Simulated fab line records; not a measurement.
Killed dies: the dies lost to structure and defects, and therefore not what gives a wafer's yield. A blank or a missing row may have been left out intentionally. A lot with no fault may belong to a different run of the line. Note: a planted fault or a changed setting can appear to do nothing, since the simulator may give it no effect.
Which of the tools did it? || flow berkeley-cmos170 || 15 lots, 45 wafers sampled, at 6 steps of a route of 331

## WHAT THE GAUGES READ, wafer by wafer
UCB170_PSD_OVL_MEAS_07. Usual: PSD_OVL typically reads -2 nm, with standard deviation 5.2.
{"lot": "L817", "measured": "day 6 11:18", "on": "overlay-02", "PSD_OVL (nm)": "-5 -5 -10", "flag": ""}
{"lot": "L819", "measured": "day 7 05:31", "on": "overlay-02", "PSD_OVL (nm)": "-15 -3 -2", "flag": ""}
{"lot": "L821", "measured": "day 7 14:52", "on": "overlay-02", "PSD_OVL (nm)": "5 0 2", "flag": ""}
{"lot": "L820", "measured": "day 7 15:08", "on": "overlay-01", "PSD_OVL (nm)": "-1 3 -3", "flag": ""}
{"lot": "L822", "measured": "day 7 15:35", "on": "overlay-01", "PSD_OVL (nm)": "4 -7 -6", "flag": ""}
{"lot": "L827", "measured": "day 8 04:22", "on": "overlay-01", "PSD_OVL (nm)": "5 -1 -2", "flag": ""}
{"lot": "L830", "measured": "day 8 22:23", "on": "overlay-01", "PSD_OVL (nm)": "-7 -11 -10", "flag": ""}
{"lot": "L828", "measured": "day 8 22:40", "on": "overlay-01", "PSD_OVL (nm)": "-6 7 7", "flag": ""}
{"lot": "L826", "measured": "day 8 22:31", "on": "overlay-02", "PSD_OVL (nm)": "0 3 1", "flag": ""}
{"lot": "L831", "measured": "day 9 19:20", "on": "overlay-02", "PSD_OVL (nm)": "-10 -6 -7", "flag": ""}
{"lot": "L836", "measured": "day 10 10:06", "on": "overlay-01", "PSD_OVL (nm)": "-1 -4 4", "flag": ""}
{"lot": "L837", "measured": "day 10 10:22", "on": "overlay-01", "PSD_OVL (nm)": "-10 -2 -1", "flag": ""}
{"lot": "L839", "measured": "day 10 19:04", "on": "overlay-02", "PSD_OVL (nm)": "2 4 -5", "flag": ""}
{"lot": "L840", "measured": "day 10 19:38", "on": "overlay-01", "PSD_OVL (nm)": "0 -8 -2", "flag": ""}
{"lot": "L838", "measured": "day 10 19:00", "on": "overlay-01", "PSD_OVL (nm)": "-2 7 0", "flag": ""}

UCB170_NSD_OVL_MEAS_07. Usual: NSD_OVL typically reads -3 nm, with standard deviation 5.4.
{"lot": "L817", "measured": "day 6 12:56", "on": "overlay-02", "NSD_OVL (nm)": "-11 -6 -10", "flag": ""}
{"lot": "L819", "measured": "day 7 07:35", "on": "overlay-01", "NSD_OVL (nm)": "8 4 9", "flag": ""}
{"lot": "L821", "measured": "day 7 19:41", "on": "overlay-02", "NSD_OVL (nm)": "-8 0 1", "flag": ""}
{"lot": "L820", "measured": "day 7 19:49", "on": "overlay-02", "NSD_OVL (nm)": "-6 6 -5", "flag": ""}
{"lot": "L822", "measured": "day 7 20:10", "on": "overlay-01", "NSD_OVL (nm)": "3 6 1", "flag": ""}
{"lot": "L827", "measured": "day 8 06:14", "on": "overlay-02", "NSD_OVL (nm)": "1 -8 -3", "flag": ""}
{"lot": "L830", "measured": "day 9 01:17", "on": "overlay-01", "NSD_OVL (nm)": "3 7 8", "flag": ""}
{"lot": "L828", "measured": "day 9 01:34", "on": "overlay-02", "NSD_OVL (nm)": "2 1 4", "flag": ""}
{"lot": "L826", "measured": "day 9 01:25", "on": "overlay-01", "NSD_OVL (nm)": "-5 2 -3", "flag": ""}
{"lot": "L831", "measured": "day 9 22:52", "on": "overlay-02", "NSD_OVL (nm)": "-3 -3 -8", "flag": ""}
{"lot": "L836", "measured": "day 10 13:20", "on": "overlay-01", "NSD_OVL (nm)": "-5 -3 -7", "flag": ""}
{"lot": "L837", "measured": "day 10 14:03", "on": "overlay-02", "NSD_OVL (nm)": "-7 -8 -3", "flag": ""}
{"lot": "L839", "measured": "day 10 21:31", "on": "overlay-01", "NSD_OVL (nm)": "-11 -8 -4", "flag": ""}
{"lot": "L840", "measured": "day 10 22:26", "on": "overlay-02", "NSD_OVL (nm)": "0 1 1", "flag": ""}
{"lot": "L838", "measured": "day 10 21:05", "on": "overlay-01", "NSD_OVL (nm)": "2 7 4", "flag": ""}

UCB170_NSD_TW_MEAS_10. Usual: NSD_TW typically reads 4217, with standard deviation 34.
{"lot": "L817", "measured": "day 6 13:13", "on": "film-metro-04", "NSD_TW": "4166 4166 4165", "flag": ""}
{"lot": "L819", "measured": "day 7 07:52", "on": "film-metro-03", "NSD_TW": "4280 4244 4270", "flag": ""}
{"lot": "L821", "measured": "day 7 19:58", "on": "film-metro-01", "NSD_TW": "4232 4237 4245", "flag": ""}
{"lot": "L820", "measured": "day 7 20:07", "on": "film-metro-04", "NSD_TW": "4149 4165 4183", "flag": ""}
{"lot": "L822", "measured": "day 7 20:27", "on": "film-metro-03", "NSD_TW": "4249 4249 4265", "flag": ""}
{"lot": "L827", "measured": "day 8 06:31", "on": "film-metro-04", "NSD_TW": "4190 4195 4166", "flag": ""}
{"lot": "L830", "measured": "day 9 01:35", "on": "film-metro-01", "NSD_TW": "30 30 30", "flag": "OFF"}
{"lot": "L828", "measured": "day 9 01:51", "on": "film-metro-04", "NSD_TW": "30 30 30", "flag": "OFF"}
{"lot": "L826", "measured": "day 9 01:42", "on": "film-metro-03", "NSD_TW": "30 30 31", "flag": "OFF"}
{"lot": "L831", "measured": "day 9 23:10", "on": "film-metro-03", "NSD_TW": "4257 4240 4239", "flag": ""}
{"lot": "L836", "measured": "day 10 13:37", "on": "film-metro-04", "NSD_TW": "4181 4163 4192", "flag": ""}
{"lot": "L837", "measured": "day 10 14:20", "on": "film-metro-01", "NSD_TW": "4205 4235 4196", "flag": ""}
{"lot": "L839", "measured": "day 10 21:48", "on": "film-metro-01", "NSD_TW": "4258 4226 4205", "flag": ""}
{"lot": "L840", "measured": "day 10 22:43", "on": "film-metro-04", "NSD_TW": "4201 4187 4195", "flag": ""}
{"lot": "L838", "measured": "day 10 21:23", "on": "film-metro-03", "NSD_TW": "4275 4280 4273", "flag": ""}

## TOOL THAT RAN EACH LOT (tool first, then ch and the chambers of the sampled wafers, then the start)
{"lot": "L817", "UCB170_GATE_STRIP_16": "plasma-asher-02 ch 0,1, day 5 22:20", "UCB170_PSD_STRIP_09": "plasma-asher-01 ch 0,1, day 6 11:29", "UCB170_NSD_STRIP_09": "plasma-asher-03 ch 0,1, day 6 13:07"}
{"lot": "L819", "UCB170_GATE_STRIP_16": "plasma-asher-03 ch 0,1, day 6 18:31", "UCB170_PSD_STRIP_09": "plasma-asher-03 ch 1, day 7 05:42", "UCB170_NSD_STRIP_09": "plasma-asher-02 ch 1, day 7 07:46"}
{"lot": "L821", "UCB170_GATE_STRIP_16": "plasma-asher-04 ch 0,1, day 7 04:46", "UCB170_PSD_STRIP_09": "plasma-asher-04 ch 0,1, day 7 15:03", "UCB170_NSD_STRIP_09": "plasma-asher-02 ch 0,1, day 7 19:52"}
{"lot": "L820", "UCB170_GATE_STRIP_16": "plasma-asher-03 ch 0,1, day 7 04:47", "UCB170_PSD_STRIP_09": "plasma-asher-01 ch 0,1, day 7 15:21", "UCB170_NSD_STRIP_09": "plasma-asher-04 ch 0,1, day 7 20:02"}
{"lot": "L822", "UCB170_GATE_STRIP_16": "plasma-asher-02 ch 0,1, day 7 04:55", "UCB170_PSD_STRIP_09": "plasma-asher-04 ch 0,1, day 7 15:47", "UCB170_NSD_STRIP_09": "plasma-asher-03 ch 0,1, day 7 20:21"}
{"lot": "L827", "UCB170_GATE_STRIP_16": "plasma-asher-04 ch 0,1, day 7 16:05", "UCB170_PSD_STRIP_09": "plasma-asher-03 ch 0,1, day 8 04:33", "UCB170_NSD_STRIP_09": "plasma-asher-03 ch 0,1, day 8 06:25"}
{"lot": "L830", "UCB170_GATE_STRIP_16": "plasma-asher-04 ch 0,1, day 8 10:40", "UCB170_PSD_STRIP_09": "plasma-asher-04 ch 0, day 8 22:34", "UCB170_NSD_STRIP_09": "plasma-asher-02 ch 0,1, day 9 01:28"}
{"lot": "L828", "UCB170_GATE_STRIP_16": "plasma-asher-03 ch 0, day 8 10:47", "UCB170_PSD_STRIP_09": "plasma-asher-04 ch 0, day 8 22:51", "UCB170_NSD_STRIP_09": "plasma-asher-02 ch 0,1, day 9 01:45"}
{"lot": "L826", "UCB170_GATE_STRIP_16": "plasma-asher-02 ch 1, day 8 11:02", "UCB170_PSD_STRIP_09": "plasma-asher-01 ch 1, day 8 22:41", "UCB170_NSD_STRIP_09": "plasma-asher-03 ch 0,1, day 9 01:35"}
{"lot": "L831", "UCB170_GATE_STRIP_16": "plasma-asher-03 ch 0,1, day 9 10:01", "UCB170_PSD_STRIP_09": "plasma-asher-04 ch 0,1, day 9 19:31", "UCB170_NSD_STRIP_09": "plasma-asher-02 ch 0,1, day 9 23:03"}
{"lot": "L836", "UCB170_GATE_STRIP_16": "plasma-asher-03 ch 0,1, day 9 23:16", "UCB170_PSD_STRIP_09": "plasma-asher-04 ch 0,1, day 10 10:17", "UCB170_NSD_STRIP_09": "plasma-asher-02 ch 0,1, day 10 13:31"}
{"lot": "L837", "UCB170_GATE_STRIP_16": "plasma-asher-04 ch 0,1, day 9 23:32", "UCB170_PSD_STRIP_09": "plasma-asher-01 ch 0,1, day 10 10:32", "UCB170_NSD_STRIP_09": "plasma-asher-03 ch 0,1, day 10 14:14"}
{"lot": "L839", "UCB170_GATE_STRIP_16": "plasma-asher-03 ch 0,1, day 10 09:38", "UCB170_PSD_STRIP_09": "plasma-asher-04 ch 0,1, day 10 19:16", "UCB170_NSD_STRIP_09": "plasma-asher-04 ch 0,1, day 10 21:42"}
{"lot": "L840", "UCB170_GATE_STRIP_16": "plasma-asher-02 ch 0,1, day 10 09:56", "UCB170_PSD_STRIP_09": "plasma-asher-04 ch 0,1, day 10 19:50", "UCB170_NSD_STRIP_09": "plasma-asher-02 ch 0,1, day 10 22:38"}
{"lot": "L838", "UCB170_GATE_STRIP_16": "plasma-asher-03 ch 0, day 10 10:10", "UCB170_PSD_STRIP_09": "plasma-asher-03 ch 0, day 10 19:11", "UCB170_NSD_STRIP_09": "plasma-asher-03 ch 0,1, day 10 21:16"}
- UCB170_GATE_STRIP_16: strips in O2.
- UCB170_PSD_STRIP_09: strips in O2.
- UCB170_NSD_STRIP_09: strips in O2.

## AS READ BY THE TOOLS THEMSELVES (means over the sampled wafers that have a number; for cases with no such wafer, the mark the record gives instead)
UCB170_GATE_STRIP_16. Usual: chamber-pressure-mTorr 3500 mTorr, standard deviation 3.4; drypump-motor-current-A 5.7 A, standard deviation 0.34; oes-product-au 0.724 a.u., standard deviation 0.0044.
{"lot": "L817", "tool": "plasma-asher-02", "chamber-pressure-mTorr (mTorr)": 3501, "drypump-motor-current-A (A)": 5.3, "oes-product-au (a.u.)": 0.725, "flag": ""}
{"lot": "L819", "tool": "plasma-asher-03", "chamber-pressure-mTorr (mTorr)": 3503, "drypump-motor-current-A (A)": 5.9, "oes-product-au (a.u.)": 0.722, "flag": ""}
{"lot": "L821", "tool": "plasma-asher-04", "chamber-pressure-mTorr (mTorr)": 3502, "drypump-motor-current-A (A)": 5.9, "oes-product-au (a.u.)": 0.728, "flag": ""}
{"lot": "L820", "tool": "plasma-asher-03", "chamber-pressure-mTorr (mTorr)": 3498, "drypump-motor-current-A (A)": 5.8, "oes-product-au (a.u.)": 0.727, "flag": ""}
{"lot": "L822", "tool": "plasma-asher-02", "chamber-pressure-mTorr (mTorr)": 3501, "drypump-motor-current-A (A)": 5.3, "oes-product-au (a.u.)": 0.723, "flag": ""}
{"lot": "L827", "tool": "plasma-asher-04", "chamber-pressure-mTorr (mTorr)": 3498, "drypump-motor-current-A (A)": 5.9, "oes-product-au (a.u.)": 0.719, "flag": ""}
{"lot": "L830", "tool": "plasma-asher-04", "chamber-pressure-mTorr (mTorr)": 3501, "drypump-motor-current-A (A)": 5.9, "oes-product-au (a.u.)": 0.725, "flag": ""}
{"lot": "L828", "tool": "plasma-asher-03", "chamber-pressure-mTorr (mTorr)": 3499, "drypump-motor-current-A (A)": 6.1, "oes-product-au (a.u.)": 0.726, "flag": ""}
{"lot": "L826", "tool": "plasma-asher-02", "chamber-pressure-mTorr (mTorr)": 3499, "drypump-motor-current-A (A)": 5.2, "oes-product-au (a.u.)": 0.724, "flag": ""}
{"lot": "L831", "tool": "plasma-asher-03", "chamber-pressure-mTorr (mTorr)": 3498, "drypump-motor-current-A (A)": 5.8, "oes-product-au (a.u.)": 0.722, "flag": ""}
{"lot": "L836", "tool": "plasma-asher-03", "chamber-pressure-mTorr (mTorr)": 3500, "drypump-motor-current-A (A)": 5.9, "oes-product-au (a.u.)": 0.722, "flag": ""}
{"lot": "L837", "tool": "plasma-asher-04", "chamber-pressure-mTorr (mTorr)": 3501, "drypump-motor-current-A (A)": 6.0, "oes-product-au (a.u.)": 0.726, "flag": ""}
{"lot": "L839", "tool": "plasma-asher-03", "chamber-pressure-mTorr (mTorr)": 3496, "drypump-motor-current-A (A)": 6.0, "oes-product-au (a.u.)": 0.722, "flag": ""}
{"lot": "L840", "tool": "plasma-asher-02", "chamber-pressure-mTorr (mTorr)": 3499, "drypump-motor-current-A (A)": 5.3, "oes-product-au (a.u.)": 0.728, "flag": ""}
{"lot": "L838", "tool": "plasma-asher-03", "chamber-pressure-mTorr (mTorr)": 3497, "drypump-motor-current-A (A)": 6.2, "oes-product-au (a.u.)": 0.726, "flag": ""}

UCB170_PSD_STRIP_09. Usual: chamber-pressure-mTorr 3500 mTorr, standard deviation 3.3; drypump-motor-current-A 5.88 A, standard deviation 0.18; oes-product-au 0.601 a.u., standard deviation 0.0046; strip-time-to-endpoint-s 29.40 s, standard deviation 0.076.
{"lot": "L817", "tool": "plasma-asher-01", "chamber-pressure-mTorr (mTorr)": 3499, "drypump-motor-current-A (A)": 5.79, "oes-product-au (a.u.)": 0.601, "strip-time-to-endpoint-s (s)": 29.42, "flag": ""}
{"lot": "L819", "tool": "plasma-asher-03", "chamber-pressure-mTorr (mTorr)": 3498, "drypump-motor-current-A (A)": 5.67, "oes-product-au (a.u.)": 0.597, "strip-time-to-endpoint-s (s)": 29.43, "flag": ""}
{"lot": "L821", "tool": "plasma-asher-04", "chamber-pressure-mTorr (mTorr)": 3499, "drypump-motor-current-A (A)": 5.90, "oes-product-au (a.u.)": 0.606, "strip-time-to-endpoint-s (s)": 29.32, "flag": ""}
{"lot": "L820", "tool": "plasma-asher-01", "chamber-pressure-mTorr (mTorr)": 3500, "drypump-motor-current-A (A)": 5.77, "oes-product-au (a.u.)": 0.601, "strip-time-to-endpoint-s (s)": 29.36, "flag": ""}
{"lot": "L822", "tool": "plasma-asher-04", "chamber-pressure-mTorr (mTorr)": 3501, "drypump-motor-current-A (A)": 5.93, "oes-product-au (a.u.)": 0.599, "strip-time-to-endpoint-s (s)": 29.31, "flag": ""}
{"lot": "L827", "tool": "plasma-asher-03", "chamber-pressure-mTorr (mTorr)": 3502, "drypump-motor-current-A (A)": 5.99, "oes-product-au (a.u.)": 0.600, "strip-time-to-endpoint-s (s)": 29.37, "flag": ""}
{"lot": "L830", "tool": "plasma-asher-04", "chamber-pressure-mTorr (mTorr)": "-", "drypump-motor-current-A (A)": "-", "oes-product-au (a.u.)": "-", "strip-time-to-endpoint-s (s)": "-", "flag": "OFF"}
{"lot": "L828", "tool": "plasma-asher-04", "chamber-pressure-mTorr (mTorr)": "-", "drypump-motor-current-A (A)": "-", "oes-product-au (a.u.)": "-", "strip-time-to-endpoint-s (s)": "-", "flag": "OFF"}
{"lot": "L826", "tool": "plasma-asher-01", "chamber-pressure-mTorr (mTorr)": "-", "drypump-motor-current-A (A)": "-", "oes-product-au (a.u.)": "-", "strip-time-to-endpoint-s (s)": "-", "flag": "OFF"}
{"lot": "L831", "tool": "plasma-asher-04", "chamber-pressure-mTorr (mTorr)": 3501, "drypump-motor-current-A (A)": 5.98, "oes-product-au (a.u.)": 0.603, "strip-time-to-endpoint-s (s)": 29.44, "flag": ""}
{"lot": "L836", "tool": "plasma-asher-04", "chamber-pressure-mTorr (mTorr)": 3498, "drypump-motor-current-A (A)": 5.91, "oes-product-au (a.u.)": 0.602, "strip-time-to-endpoint-s (s)": 29.40, "flag": ""}
{"lot": "L837", "tool": "plasma-asher-01", "chamber-pressure-mTorr (mTorr)": 3501, "drypump-motor-current-A (A)": 5.77, "oes-product-au (a.u.)": 0.601, "strip-time-to-endpoint-s (s)": 29.52, "flag": ""}
{"lot": "L839", "tool": "plasma-asher-04", "chamber-pressure-mTorr (mTorr)": 3499, "drypump-motor-current-A (A)": 5.93, "oes-product-au (a.u.)": 0.599, "strip-time-to-endpoint-s (s)": 29.44, "flag": ""}
{"lot": "L840", "tool": "plasma-asher-04", "chamber-pressure-mTorr (mTorr)": 3499, "drypump-motor-current-A (A)": 5.97, "oes-product-au (a.u.)": 0.602, "strip-time-to-endpoint-s (s)": 29.43, "flag": ""}
{"lot": "L838", "tool": "plasma-asher-03", "chamber-pressure-mTorr (mTorr)": 3499, "drypump-motor-current-A (A)": 6.16, "oes-product-au (a.u.)": 0.600, "strip-time-to-endpoint-s (s)": 29.29, "flag": ""}

UCB170_NSD_STRIP_09. Usual: chamber-pressure-mTorr 3500 mTorr, standard deviation 3.1; drypump-motor-current-A 5.6 A, standard deviation 0.36; oes-product-au 0.534 a.u., standard deviation 0.0045; strip-time-to-endpoint-s 35.84 s, standard deviation 0.073.
{"lot": "L817", "tool": "plasma-asher-03", "chamber-pressure-mTorr (mTorr)": 3499, "drypump-motor-current-A (A)": 5.8, "oes-product-au (a.u.)": 0.539, "strip-time-to-endpoint-s (s)": 35.88, "flag": ""}
{"lot": "L819", "tool": "plasma-asher-02", "chamber-pressure-mTorr (mTorr)": 3502, "drypump-motor-current-A (A)": 5.2, "oes-product-au (a.u.)": 0.537, "strip-time-to-endpoint-s (s)": 35.83, "flag": ""}
{"lot": "L821", "tool": "plasma-asher-02", "chamber-pressure-mTorr (mTorr)": 3500, "drypump-motor-current-A (A)": 5.3, "oes-product-au (a.u.)": 0.533, "strip-time-to-endpoint-s (s)": 35.92, "flag": ""}
{"lot": "L820", "tool": "plasma-asher-04", "chamber-pressure-mTorr (mTorr)": 3499, "drypump-motor-current-A (A)": 5.9, "oes-product-au (a.u.)": 0.530, "strip-time-to-endpoint-s (s)": 35.80, "flag": ""}
{"lot": "L822", "tool": "plasma-asher-03", "chamber-pressure-mTorr (mTorr)": 3500, "drypump-motor-current-A (A)": 5.8, "oes-product-au (a.u.)": 0.534, "strip-time-to-endpoint-s (s)": 35.74, "flag": ""}
{"lot": "L827", "tool": "plasma-asher-03", "chamber-pressure-mTorr (mTorr)": 3499, "drypump-motor-current-A (A)": 6.0, "oes-product-au (a.u.)": 0.533, "strip-time-to-endpoint-s (s)": 35.74, "flag": ""}
{"lot": "L830", "tool": "plasma-asher-02", "chamber-pressure-mTorr (mTorr)": 3499, "drypump-motor-current-A (A)": 5.3, "oes-product-au (a.u.)": 0.622, "strip-time-to-endpoint-s (s)": 62.10, "flag": "OFF"}
{"lot": "L828", "tool": "plasma-asher-02", "chamber-pressure-mTorr (mTorr)": 3499, "drypump-motor-current-A (A)": 5.3, "oes-product-au (a.u.)": 0.618, "strip-time-to-endpoint-s (s)": 62.07, "flag": "OFF"}
{"lot": "L826", "tool": "plasma-asher-03", "chamber-pressure-mTorr (mTorr)": 3498, "drypump-motor-current-A (A)": 6.0, "oes-product-au (a.u.)": 0.622, "strip-time-to-endpoint-s (s)": 61.92, "flag": "OFF"}
{"lot": "L831", "tool": "plasma-asher-02", "chamber-pressure-mTorr (mTorr)": 3502, "drypump-motor-current-A (A)": 5.3, "oes-product-au (a.u.)": 0.533, "strip-time-to-endpoint-s (s)": 35.94, "flag": ""}
{"lot": "L836", "tool": "plasma-asher-02", "chamber-pressure-mTorr (mTorr)": 3498, "drypump-motor-current-A (A)": 5.3, "oes-product-au (a.u.)": 0.533, "strip-time-to-endpoint-s (s)": 35.90, "flag": ""}
{"lot": "L837", "tool": "plasma-asher-03", "chamber-pressure-mTorr (mTorr)": 3502, "drypump-motor-current-A (A)": 5.8, "oes-product-au (a.u.)": 0.532, "strip-time-to-endpoint-s (s)": 35.73, "flag": ""}
{"lot": "L839", "tool": "plasma-asher-04", "chamber-pressure-mTorr (mTorr)": 3497, "drypump-motor-current-A (A)": 5.9, "oes-product-au (a.u.)": 0.533, "strip-time-to-endpoint-s (s)": 35.90, "flag": ""}
{"lot": "L840", "tool": "plasma-asher-02", "chamber-pressure-mTorr (mTorr)": 3500, "drypump-motor-current-A (A)": 5.3, "oes-product-au (a.u.)": 0.532, "strip-time-to-endpoint-s (s)": 35.84, "flag": ""}
{"lot": "L838", "tool": "plasma-asher-03", "chamber-pressure-mTorr (mTorr)": 3502, "drypump-motor-current-A (A)": 6.0, "oes-product-au (a.u.)": 0.535, "strip-time-to-endpoint-s (s)": 35.82, "flag": ""}

## THE ANSWER, worked out from the rows above alone
Rule: take the mean of a lot's wafers that have a number; if it is more than 3 standard deviations from the usual mean, the lot is off. Also off: a lot with no number at a reading for which 4 or more lots have one. Any other lot the step has rows for is counted as sound. Order of review: gauges by route order, followed by the tools' own readings, for which a lot's mean as printed above is used. The first step at which some lot is off is used, and at that step the reading that is off furthest; a lot without a number counts as furthest.
Off: L830, L828, L826, at UCB170_NSD_TW_MEAS_10 (NSD_TW).
A tool fits if, at a process step before that reading, it ran every lot that is off, and no sound lot after the first of them. Not tried: the gauges at UCB170_NSD_TW_MEAS_10; whatever is off there is also off at UCB170_PSD_STRIP_09, on other tools, and gauge error can't account for it. Not one of the candidates tried fits.

## WHAT THE SIMULATOR PUT IN
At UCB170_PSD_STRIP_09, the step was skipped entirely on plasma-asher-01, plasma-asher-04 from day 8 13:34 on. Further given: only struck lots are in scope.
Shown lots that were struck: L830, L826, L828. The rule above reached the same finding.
